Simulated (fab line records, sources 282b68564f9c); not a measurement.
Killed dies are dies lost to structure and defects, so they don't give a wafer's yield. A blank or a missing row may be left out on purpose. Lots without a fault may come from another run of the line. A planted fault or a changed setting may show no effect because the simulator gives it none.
Which tool did it? | flow rit_cmos | 7 lots, 21 wafers sampled, at 2 steps of a route of 202

WHAT THE GAUGES READ, wafer by wafer
RIT_M1_RS_MEAS_01: measures by four-point-probe.
lot  | measured    | on            | M1_AL_RS (ohm/sq)
L285 | day 5 00:25 | film_metro-02 | 0.0723 0.0739 0.0730
L289 | day 6 02:10 | film_metro-02 | 0.0729 0.0739 0.0733
L290 | day 6 02:32 | film_metro-02 | 0.0730 0.0724 0.0731
L294 | day 6 21:56 | film_metro-02 | 0.0741 0.0727 0.0749
L295 | day 6 23:51 | film_metro-02 | 0.0726 0.0723 0.0725
L301 | day 7 15:37 | film_metro-01 | 0.0761 0.0752 0.0741
L305 | day 8 05:47 | film_metro-03 | 0.0730 0.0726 0.0641

WHICH TOOL RAN EACH LOT (tool, then ch and the chambers of the sampled wafers, then the start)
lot  | RIT_M1_SPUTTER_00
L285 | pvd_sputter-03, day 5 00:05
L289 | pvd_sputter-03, day 6 01:51
L290 | pvd_sputter-02, day 6 02:14
L294 | pvd_sputter-03, day 6 21:38
L295 | pvd_sputter-02, day 6 23:33
L301 | pvd_sputter-03, day 7 15:16
L305 | pvd_sputter-02, day 8 05:30
- RIT_M1_SPUTTER_00: material Al, target thk 400 nm, time 500 s.

THE ANSWER, worked out from the rows above alone
Rule: what is usual is taken from the lots themselves. Put in order of their means at a reading, lots are off if they are a third of the lots or fewer, leave a main group of 4 or more, and stand apart from it by a gap of 3 or more times the standard deviation of the main group's means; of several such gaps the widest counts. A main group whose means are all the same, to the digits that the tables above print for the reading, isn't used. A lot without any number at a reading at which 4 lots or more have one is off too. The other lots that the step has rows for count as sound.
No lot is off at any reading shown: from this, nothing can be told.

WHAT THE SIMULATOR HAD PUT IN
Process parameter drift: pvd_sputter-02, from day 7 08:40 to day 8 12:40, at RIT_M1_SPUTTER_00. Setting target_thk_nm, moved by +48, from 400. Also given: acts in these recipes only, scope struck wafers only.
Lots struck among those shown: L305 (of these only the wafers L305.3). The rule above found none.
